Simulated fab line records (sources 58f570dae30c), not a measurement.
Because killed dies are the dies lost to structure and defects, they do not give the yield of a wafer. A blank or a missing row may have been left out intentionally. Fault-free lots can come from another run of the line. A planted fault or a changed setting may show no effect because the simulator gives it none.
A lot that was struck, set against a sound lot | flow berkeley_cmos170 | 15 out of 331 route steps
Sound: these wafers, L824.1, L824.2, L824.4. Wafers L832.2, L832.5, L832.6 were the ones struck. At the end, the cause is stated.
For every step that has rows: the tool of each side, followed by ch and its chambers, followed by its first start. Under that, the readings that differ: sound wafers | struck wafers | difference of the means | sigmas: that difference in standard deviations of wafers without a fault.
alike: a reading whose means differ by less than 2 such deviations, as well as words and numbers matching on both sides. not compared: withheld readings; readings where some wafer has no value; bounds like >300 that might hide an equal value; numbers whose values overlap and for which the record gives no deviation.
Wherever a step has rows on one side only, a row that says differs or no value, or a row with sigmas, the two part there. Numbers that have no deviation but don't overlap get no sigmas and don't part them. A reading that every wafer of one side lacks parts them only if that side has two wafers or more.

first, 2 steps without rows for these wafers: UCB170_SCREENOX_WET_ETCH_00 (etches SiO2 in dHF, time 200 s); UCB170_SCREENOX_OXIDATION_01 (target thk 14.4 nm, ox time 2400 s).
UCB170_SCREENOX_THK_MEAS_02:
  sound on film_metro-03 at day 9 02:35; struck on film_metro-01 at day 10 18:04
  alike: SCREENOX_OXIDE_THK
then, 7 steps without rows for these wafers: UCB170_SCREENOX_ANNEAL_03 (time 900 s); UCB170_NVT_HMDS_00 (prime time 60 s); UCB170_NVT_COAT_01 (resist thk 900 nm); UCB170_NVT_SOFTBAKE_02 (time 60 s); UCB170_NVT_EXPOSE_03 (exposes mask PWELL, target cd 3000 nm); UCB170_NVT_PEB_04; UCB170_NVT_DEVELOP_05 (develop time 45 s).
UCB170_NVT_OVL_MEAS_06:
  sound on overlay-02 at day 9 09:44; struck on overlay-02 at day 10 23:20
  alike: NVT_OVL
after that, 1 step had no rows for these wafers: UCB170_NVT_IMPLANT_07.
UCB170_NVT_STRIP_08: strips in O2.
  sound on plasma_asher-03 ch 0,1, day 9 09:55; struck on plasma_asher-03 ch 0,1, day 10 23:31
  reading               | sound             | struck            | difference | sigmas
  oes_product_au (a.u.) | 0.740 0.736 0.732 | 0.859 0.856 0.867 | +0.125     | +28
  overash_fraction      | 0.5 0.5 0.5       | 0.2 0.2 0.2       | -0.3       |
  alike: drypump_motor_current_A, strip_time_to_endpoint_s
  not compared: rf_hours_counter_h
UCB170_NVT_TW_MEAS_09:
  sound on film_metro-03 at day 9 10:01; struck on film_metro-01 at day 10 23:41
  alike: NVT_TW
-- the record jumps here: 3 days lie between the struck wafers' starts before and after (it left off in module NVT and takes up again in module M3, whose first step shown is number 331 of the route) --
UCB170_M3_PROBE_99:
  the record has rows for the struck wafers here (prober-02, day 13 12:13) and none for the sound ones

## WHERE THEY PART
First at UCB170_NVT_STRIP_08; last, within this record, at UCB170_M3_PROBE_99.

WHY: whatever the simulator had introduced
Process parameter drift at UCB170_NVT_STRIP_08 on plasma_asher-03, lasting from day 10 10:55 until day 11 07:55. A move of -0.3 in setting overash_fraction, from 0.5. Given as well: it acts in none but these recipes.
